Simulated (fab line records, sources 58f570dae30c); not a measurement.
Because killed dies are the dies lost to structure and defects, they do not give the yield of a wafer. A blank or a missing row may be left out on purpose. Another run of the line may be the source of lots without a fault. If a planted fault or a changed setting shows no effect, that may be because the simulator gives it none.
What tool caused it? | flow berkeley cmos170 | 42 wafers from 14 lots sampled at 4 of the route's 331 steps

WHAT THE GAUGES SHOWED, per wafer
UCB170_PLDD_OVL_MEAS_07. Usual: PLDD_OVL 0 nm, standard deviation 5.
lot  | measured     | on         | PLDD_OVL (nm) | flag
L235 | day 7 21:54  | overlay-02 | 0 -1 -7       |
L236 | day 7 21:55  | overlay-01 | 10 0 -4       |
L238 | day 8 13:43  | overlay-01 | 2 -6 -1       |
L237 | day 8 13:10  | overlay-01 | -3 -3 0       |
L240 | day 8 13:45  | overlay-02 | 2 -4 -5       |
L239 | day 8 13:27  | overlay-02 | -1 2 0        |
L242 | day 9 09:02  | overlay-02 | -4 -4 -7      |
L246 | day 9 09:35  | overlay-02 | 5 0 1         |
L249 | day 10 04:46 | overlay-02 | -9 -6 -7      |
L247 | day 10 04:37 | overlay-02 | -3 -4 -8      |
L251 | day 10 19:48 | overlay-02 | -2 -2 4       |
L253 | day 11 12:20 | overlay-01 | -3 4 -5       |
L254 | day 11 11:38 | overlay-01 | -4 -4 -5      |
L256 | day 11 23:38 | overlay-02 | -7 -5 -6      |

UCB170_NLDD_OVL_MEAS_07. Usual: NLDD_OVL 4 nm, standard deviation 5.7.
lot  | measured     | on         | NLDD_OVL (nm) | flag
L235 | day 7 23:42  | overlay-01 | 4 3 6         |
L236 | day 7 23:35  | overlay-02 | 4 6 4         |
L238 | day 8 16:12  | overlay-02 | 1 8 0         |
L237 | day 8 15:39  | overlay-01 | 6 15 9        |
L240 | day 8 16:17  | overlay-02 | 8 2 6         |
L239 | day 8 15:56  | overlay-01 | 12 4 1        |
L242 | day 9 10:46  | overlay-02 | -5 -2 -2      |
L246 | day 9 13:43  | overlay-02 | 10 9 8        |
L249 | day 10 11:34 | overlay-02 | -8 11 0       |
L247 | day 10 11:17 | overlay-02 | -1 3 13       |
L251 | day 10 21:44 | overlay-01 | 5 7 19        |
L253 | day 11 14:23 | overlay-01 | 3 -2 -3       |
L254 | day 11 13:53 | overlay-02 | 3 11 7        |
L256 | day 12 01:42 | overlay-01 | 0 3 -5        |

EACH LOT AND THE TOOL THAT RAN IT (in order: tool; ch and the chambers of the sampled wafers; start)
lot  | UCB170_PFIELD_STRIP_08              | UCB170_GATE_ETCH_15
L235 | plasma asher-02 ch 0,1, day 5 11:47 | rie si-01 ch 0,2, day 7 19:51
L236 | plasma asher-01 ch 0,1, day 5 12:10 | rie si-02 ch 1,2, day 7 19:56
L238 | plasma asher-03 ch 0,1, day 5 23:48 | rie si-01 ch 0,1,2, day 8 09:12
L237 | plasma asher-01 ch 0,1, day 5 23:59 | rie si-01 ch 2,3, day 8 08:35
L240 | plasma asher-01 ch 0,1, day 6 12:34 | rie si-02 ch 0,2,3, day 8 09:45
L239 | plasma asher-02 ch 0,1, day 6 13:03 | rie si-02 ch 0,1,3, day 8 08:55
L242 | plasma asher-02 ch 1, day 7 03:55   | rie si-01 ch 1,2,3, day 9 06:38
L246 | plasma asher-03 ch 0,1, day 7 09:24 | rie si-01 ch 0,2, day 9 07:02
L249 | plasma asher-01 ch 0,1, day 7 19:05 | rie si-02 ch 0,1,2, day 10 02:25
L247 | plasma asher-03 ch 0,1, day 7 19:23 | rie si-01 ch 1,2,3, day 10 02:09
L251 | plasma asher-01 ch 0,1, day 8 11:31 | rie si-02 ch 0,1,2, day 10 18:04
L253 | plasma asher-03 ch 0,1, day 8 21:50 | rie si-01 ch 0,3, day 11 10:00
L254 | plasma asher-03 ch 0,1, day 8 22:25 | rie si-02 ch 0,2,3, day 11 09:43
L256 | plasma asher-03 ch 0,1, day 9 13:08 | rie si-01 ch 0,1,2, day 11 21:27
- UCB170_PFIELD_STRIP_08: strips in O2.
- UCB170_GATE_ETCH_15: etches poly-Si in HBr/Cl2, stops on SiO2, time 56.3 s, target depth 278.2 nm.

WHAT THE TOOLS THEMSELVES READ (means of the sampled wafers that have a number; where no wafer has one, the mark that the record gives instead)
UCB170_PFIELD_STRIP_08. Usual: drypump motor current A 5.48 A, standard deviation 0.24; oes product au 0.734 a.u., standard deviation 0.0044; strip time to endpoint s 21.60 s, standard deviation 0.063.
lot  | tool            | drypump motor current A (A) | oes product au (a.u.) | strip time to endpoint s (s) | flag
L235 | plasma asher-02 | 5.36                        | 0.732                 | 21.62                        |
L236 | plasma asher-01 | 5.57                        | 0.738                 | 21.60                        |
L238 | plasma asher-03 | 5.58                        | 0.733                 | 21.57                        |
L237 | plasma asher-01 | 5.30                        | 0.731                 | 21.60                        |
L240 | plasma asher-01 | 5.57                        | 0.735                 | 21.69                        |
L239 | plasma asher-02 | 5.38                        | 0.737                 | 21.54                        |
L242 | plasma asher-02 | 5.40                        | 0.737                 | 21.60                        |
L246 | plasma asher-03 | 5.60                        | 0.736                 | 21.64                        |
L249 | plasma asher-01 | 5.56                        | 0.735                 | 21.48                        |
L247 | plasma asher-03 | 5.59                        | 0.738                 | 21.55                        |
L251 | plasma asher-01 | 5.30                        | 0.731                 | 21.58                        |
L253 | plasma asher-03 | 5.60                        | 0.735                 | 21.53                        |
L254 | plasma asher-03 | 5.59                        | 0.732                 | 21.56                        |
L256 | plasma asher-03 | 5.61                        | 0.736                 | 21.62                        |

UCB170_GATE_ETCH_15. Usual: drypump motor current A 5.6 A, standard deviation 0.48; oes product au 0.827 a.u., standard deviation 0.015; throttle valve pct 26.49 %, standard deviation 0.26.
lot  | tool      | drypump motor current A (A) | oes product au (a.u.) | throttle valve pct (%) | flag
L235 | rie si-01 | 6.0                         | 0.814                 | 26.23                  |
L236 | rie si-02 | 5.8                         | 0.842                 | 26.44                  |
L238 | rie si-01 | 5.8                         | 0.822                 | 26.21                  |
L237 | rie si-01 | 5.2                         | 0.839                 | 26.69                  |
L240 | rie si-02 | 5.8                         | 0.839                 | 26.55                  |
L239 | rie si-02 | 5.8                         | 0.825                 | 26.68                  |
L242 | rie si-01 | 5.6                         | 0.833                 | 26.47                  |
L246 | rie si-01 | 5.6                         | 0.809                 | 26.20                  |
L249 | rie si-02 | 5.9                         | 0.840                 | 26.54                  |
L247 | rie si-01 | 5.6                         | 0.832                 | 26.46                  |
L251 | rie si-02 | 5.8                         | 0.832                 | 26.52                  |
L253 | rie si-01 | 5.0                         | 0.895                 | 26.42                  | OFF
L254 | rie si-02 | 5.8                         | 0.838                 | 26.55                  |
L256 | rie si-01 | 5.8                         | 0.890                 | 26.22                  | OFF

THE ANSWER, worked out from the rows above alone
Rule: a lot is off if the mean of its wafers that have a number lies more than 3 standard deviations from the usual mean. Also off: a lot with no number at a reading for which 4 or more lots have one. Any other lot the step has rows for is counted as sound. First the gauges in route order, then the tools' own readings, where a lot's mean is used as printed above. At the first step where some lot is off, the reading lying furthest off is the one used; lots without a number count as furthest.
Off: L253, L256, at UCB170_GATE_ETCH_15 (oes product au).
If a tool, at that step or one of the process steps before it, ran each lot that is off and ran no sound lot following the first of them, it fits. One fits: UCB170_GATE_ETCH_15 on rie si-01. A fault onset in the window from L247 (day 10 02:09, its last sound lot) to L253 (day 11 10:00, its first lot off) fits.
The tool's own readings at UCB170_GATE_ETCH_15 bear it out: on the lots that are off they differ by more than 5 times the standard deviation of the sound lots' means. oes product au reads 0.893 a.u. there against 0.830 a.u. on the sound lots.

WHAT THE SIMULATOR PUT IN
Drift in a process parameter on rie si-01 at UCB170_GATE_ETCH_15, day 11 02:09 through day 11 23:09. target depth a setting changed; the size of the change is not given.
Lots struck among those shown: L253, L256. This agrees with what the rule above found.
